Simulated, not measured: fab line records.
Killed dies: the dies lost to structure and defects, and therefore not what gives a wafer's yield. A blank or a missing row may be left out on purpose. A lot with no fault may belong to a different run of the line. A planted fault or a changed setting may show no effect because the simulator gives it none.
Comparing a struck lot with a sound one ; flow rit-cmos ; 43 steps out of a route of 202
Sound: the wafers L912.3, L912.4, L912.5. Struck: wafers L914.3, L914.6 (left out: L914.2, a lot-mate that was not struck); the cause follows at the end.
Per side, at each step with rows, come the tool, then ch with its chambers, and then its first start. Under that, the readings that differ: sound wafers ; struck wafers ; difference of the means ; sigmas: that difference in standard deviations of wafers without a fault.
alike: same words and numbers on both sides, and readings whose means sit less than 2 such deviations apart. not compared: any withheld reading, any reading some wafer has no value for, any bound like >300 that may hide the same value, and any number with overlapping values for which the record gives no deviation.
The two part at a step that has a row with sigmas, a row that says differs or no value, or rows on one side only. Non-overlapping numbers with no deviation appear without sigmas and do not part them. Lack of a reading on every wafer of one side parts them only where that side has two or more wafers.

first, 1 step without rows for these wafers: RIT_ACTIVE_OXIDATION_01 (target thk 46.8 nm, ox time 3360 s).
RIT_ACTIVE_THK_MEAS_02:
  struck on film-metro-04, day 2 13:08; sound on film-metro-04, day 2 03:11
  alike: ACTIVE_OXIDE_THK
then, 1 step without rows for these wafers: RIT_ACTIVE_CVD_03 (deposits Si3N4 from SiH2Cl2/NH3, target thk 150 nm, time 1500 s).
RIT_ACTIVE_THK_MEAS_04:
  struck on film-metro-01, day 2 14:37; sound on film-metro-01, day 2 04:40
  alike: ACTIVE_NITRIDE_THK
then, 6 steps without rows for these wafers: RIT_ACTIVE_HMDS_05 (prime time 60 s); RIT_ACTIVE_COAT_06 (resist thk 1000 nm); RIT_ACTIVE_SOFTBAKE_07 (time 60 s); RIT_ACTIVE_EXPOSE_08 (exposes mask M1, target cd 1400 nm); RIT_ACTIVE_PEB_09; RIT_ACTIVE_DEVELOP_10 (develop time 50 s).
RIT_ACTIVE_CD_MEAS_11: target cd 1400 nm.
  struck on cd-sem-01, day 2 15:43; sound on cd-sem-01, day 2 05:38
  alike: cd-nm
then, 1 step without rows for these wafers: RIT_ACTIVE_HARDBAKE_12 (time 60 s).
RIT_ACTIVE_ETCH_13: etches Si3N4 in SF6, stops on SiO2, time 210 s, target depth 210 nm.
  sound on rie-diel-01 ch 0,2, day 2 05:56; struck on rie-diel-01 ch 2, day 2 15:58
reading;sound;struck;difference;sigmas
model.NOVOLAK_of_ACTIVE_COAT_06.thk-nm (nm);661.4 654.2 647.6;727.7 732.7;+75.8;
model.ACTIVE.feature-depth-nm (nm);149 151.7 150.9;145.3 144;-5.9;
model.etch.depth-nm (nm);148.9 150.4 149.5;145.3 144;-4.9;
  alike: drypump-motor-current-A, oes-product-au, throttle-valve-pct
  not compared: rf-hours-counter-h
RIT_ACTIVE_STRIP_14: strips in O2, time 180 s.
  sound on plasma-asher-01 ch 0,1, day 2 06:07; struck on plasma-asher-04 ch 0,1, day 2 16:06
  alike: drypump-motor-current-A
  not compared: rf-hours-counter-h
RIT_ACTIVE_CD_MEAS_90: target cd 1400 nm.
  struck on cd-sem-01, day 2 16:18; sound on cd-sem-01, day 2 06:17
  alike: cd-nm
then, 4 steps without rows for these wafers: RIT_ACTIVE_CLEAN_15 (cleans in SC1, time 600 s); RIT_ACTIVE_CLEAN_16 (cleans in dHF, time 30 s); RIT_ACTIVE_CLEAN_17 (cleans in SC2, time 600 s); RIT_FOX1_OXIDATION_00 (target thk 350.7 nm, ox time 1130 s).
RIT_FOX1_THK_MEAS_01:
  rows exist in the record for the sound wafers here (film-metro-02, day 2 09:43), none for the struck ones
then, 2 steps without rows for these wafers: RIT_FOX1_WET_ETCH_02 (etches SiO2 in BOE, target depth 350 nm, time 390 s); RIT_FOX2_OXIDATION_00 (target thk 350.7 nm, ox time 1130 s).
RIT_FOX2_THK_MEAS_01:
  rows exist in the record for the sound wafers here (film-metro-02, day 2 11:13), none for the struck ones
then, 2 steps without rows for these wafers: RIT_FOX2_CLEAN_02 (cleans in dHF, time 180 s); RIT_FOX2_WET_ETCH_03 (etches Si3N4 in H3PO4, target depth 195 nm, time 2700 s).
RIT_FOX2_THK_MEAS_90:
  rows exist in the record for the sound wafers here (film-metro-02, day 2 12:05), none for the struck ones
then, 6 steps without rows for these wafers: RIT_NWELL_HMDS_00 (prime time 60 s); RIT_NWELL_COAT_01 (resist thk 1300 nm); RIT_NWELL_SOFTBAKE_02 (time 60 s); RIT_NWELL_EXPOSE_03 (exposes mask M2, target cd 43900 nm); RIT_NWELL_PEB_04; RIT_NWELL_DEVELOP_05 (develop time 68 s).
RIT_NWELL_OVL_MEAS_06:
  rows exist in the record for the sound wafers here (overlay-02, day 2 13:08), none for the struck ones
then, 2 steps without rows for these wafers: RIT_NWELL_HARDBAKE_07 (time 120 s); RIT_NWELL_IMPLANT_08.
RIT_NWELL_STRIP_09: strips in O2, time 180 s.
  the record has rows for the sound wafers here (plasma-asher-02 ch 0,1, day 2 13:38) and none for the struck ones
RIT_NWELL_TW_MEAS_10:
  rows exist in the record for the sound wafers here (film-metro-01, day 2 13:46), none for the struck ones
then, 5 steps without rows for these wafers: RIT_PWELL_HMDS_00 (prime time 60 s); RIT_PWELL_COAT_01 (resist thk 1300 nm); RIT_PWELL_SOFTBAKE_02 (time 60 s); RIT_PWELL_EXPOSE_03 (exposes mask M3, target cd 43700 nm); RIT_PWELL_PEB_04.
-- the record jumps here: 2 days lie between the struck wafers' starts before and after (it left off in module PWELL and takes up again in module M1, whose first step shown is number 202 of the route) --
RIT_M1_PROBE_99:
  struck on prober-02, day 4 17:44; sound on prober-02, day 4 09:32
reading;sound;struck;difference;sigmas
hold;- - -;await-dispo/3.4h/release await-dispo/3.4h/release;no value on the sound wafers;
killed-at-front-end;4 3 3;163 188;+172;+57
killed-dies;4 3 3;163 188;+172;+57
killed-on-rim;2 1 0;23 43;+32;+23
  alike: killed-at-contacts, killed-open, killed-short

== WHERE THEY PART ==
At RIT_FOX1_THK_MEAS_01 first; at RIT_M1_PROBE_99 last (within this record only).

WHY: the cause the simulator had injected
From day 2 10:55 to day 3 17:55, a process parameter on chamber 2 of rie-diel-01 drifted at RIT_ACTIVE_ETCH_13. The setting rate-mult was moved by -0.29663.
